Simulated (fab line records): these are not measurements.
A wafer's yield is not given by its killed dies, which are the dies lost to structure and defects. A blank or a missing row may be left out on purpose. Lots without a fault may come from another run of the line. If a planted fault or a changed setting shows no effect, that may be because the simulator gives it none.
A struck lot beside a sound one | flow rit_cmos | 20 steps out of a route of 202
Sound: wafers L174.2, L174.3, L174.5. Wafers L186.2, L186.5, L186.6 were the ones struck. The cause is given at the end.
Per side, at each step with rows, come the tool, then ch with its chambers, and then its first start. Under that, the readings that differ: sound wafers | struck wafers | difference of the means | sigmas: that difference in standard deviations of wafers without a fault.
alike: readings whose means differ by less than 2 such deviations, and words and numbers that are the same on both sides. not compared: withheld readings, readings that some wafer has no value for, bounds like >300 that may hide the same value, and numbers for which the record gives no deviation and whose values overlap.
A row with sigmas, a row that says differs or no value, or rows on one side alone: a step with any of these is where the two part. Numbers that have no deviation but don't overlap get no sigmas and don't part them. Lack of a reading on every wafer of one side parts them only where that side has two or more wafers.

first, 2 steps without rows for these wafers: RIT_NWELL_HARDBAKE_07 (time 120 s); RIT_NWELL_IMPLANT_08.
RIT_NWELL_STRIP_09: strips in O2, time 180 s.
  sound on plasma_asher-01 ch 0,1, day 3 02:44; struck on plasma_asher-03 ch 0,1, day 5 14:44
  alike: drypump_motor_current_A
  not compared: rf_hours_counter_h
RIT_NWELL_TW_MEAS_10:
  sound: film_metro-04 at day 3 02:55; struck: film_metro-02 at day 5 14:55
  alike: NWELL_TW
then, 6 steps without rows for these wafers: RIT_PWELL_HMDS_00 (prime time 60 s); RIT_PWELL_COAT_01 (resist thk 1300 nm); RIT_PWELL_SOFTBAKE_02 (time 60 s); RIT_PWELL_EXPOSE_03 (exposes mask M3, target cd 43700 nm); RIT_PWELL_PEB_04; RIT_PWELL_DEVELOP_05 (develop time 68 s).
RIT_PWELL_OVL_MEAS_06:
  sound: overlay-01 at day 3 03:59; struck: overlay-02 at day 5 15:59
  alike: PWELL_OVL
then, 1 step without rows for these wafers: RIT_PWELL_HARDBAKE_07 (time 120 s).
RIT_PWELL_IMPLANT_08:
  sound on implanter-01 ch 0, day 3 04:17; struck on implanter-01 ch 0, day 5 16:17
  reading                   | sound                | struck               | difference | sigmas
  beam_energy_keV           | 170.07 170.04 170.01 | 157.76 157.88 157.77 | -12.24     | -99 or more
  faraday_current_uA        | 222 228 229          | 217 220 215          | -9         | -2
  model.implant.rp_nm (nm)  | 483.6 483.6 483.6    | 470.2 470.2 470.2    | -13.4      |
  model.implant.drp_nm (nm) | 102.9 102.9 102.9    | 100.1 100.1 100.1    | -2.8       |
RIT_PWELL_STRIP_09: strips in O2, time 180 s.
  sound on plasma_asher-04 ch 0, day 3 04:25; struck on plasma_asher-03 ch 0,1, day 5 16:25
  alike: drypump_motor_current_A
  not compared: rf_hours_counter_h
RIT_PWELL_TW_MEAS_10:
  sound: film_metro-04 at day 3 04:36; struck: film_metro-03 at day 5 16:36
  reading  | sound       | struck      | difference | sigmas
  PWELL_TW | 961 960 957 | 935 935 941 | -22        | -3
then, 1 step without rows for these wafers: RIT_WELLDRIVE_ANNEAL_00 (time 14700 s).
RIT_WELLDRIVE_RS_MEAS_01: uses a four-point probe to measure.
  sound: film_metro-02 at day 3 09:45; struck: film_metro-03 at day 5 22:05
  alike: NWELL_RS
RIT_WELLDRIVE_RS_MEAS_02: uses a four-point probe to measure.
  sound: film_metro-02 at day 3 09:52; struck: film_metro-03 at day 5 22:12
  reading           | sound             | struck            | difference | sigmas
  PWELL_RS (ohm/sq) | 430.8 430.9 429.0 | 433.7 432.9 433.6 | +3.2       | +3
then, 1 step without rows for these wafers: RIT_NRETRO_HMDS_00 (prime time 60 s).
RIT_M1_PROBE_99:
  sound: prober-02 at day 4 14:20; struck: prober-02 at day 7 05:54
  reading                     | sound             | struck            | difference | sigmas
  model.etest.pwell.rs_ohm_sq | 414.2 415.3 418.3 | 420.9 419.2 422.1 | +4.8       |
  alike: killed_at_contacts, killed_at_front_end, killed_dies, killed_open, killed_short

== WHERE THEY PART ==
First at RIT_PWELL_IMPLANT_08; last, within this record, at RIT_WELLDRIVE_RS_MEAS_02. Later steps at which nothing parts them and some readings are alike: RIT_M1_PROBE_99.

WHY: the cause the simulator had injected
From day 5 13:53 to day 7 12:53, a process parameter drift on implanter-01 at RIT_PWELL_IMPLANT_08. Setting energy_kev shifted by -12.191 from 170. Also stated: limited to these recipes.
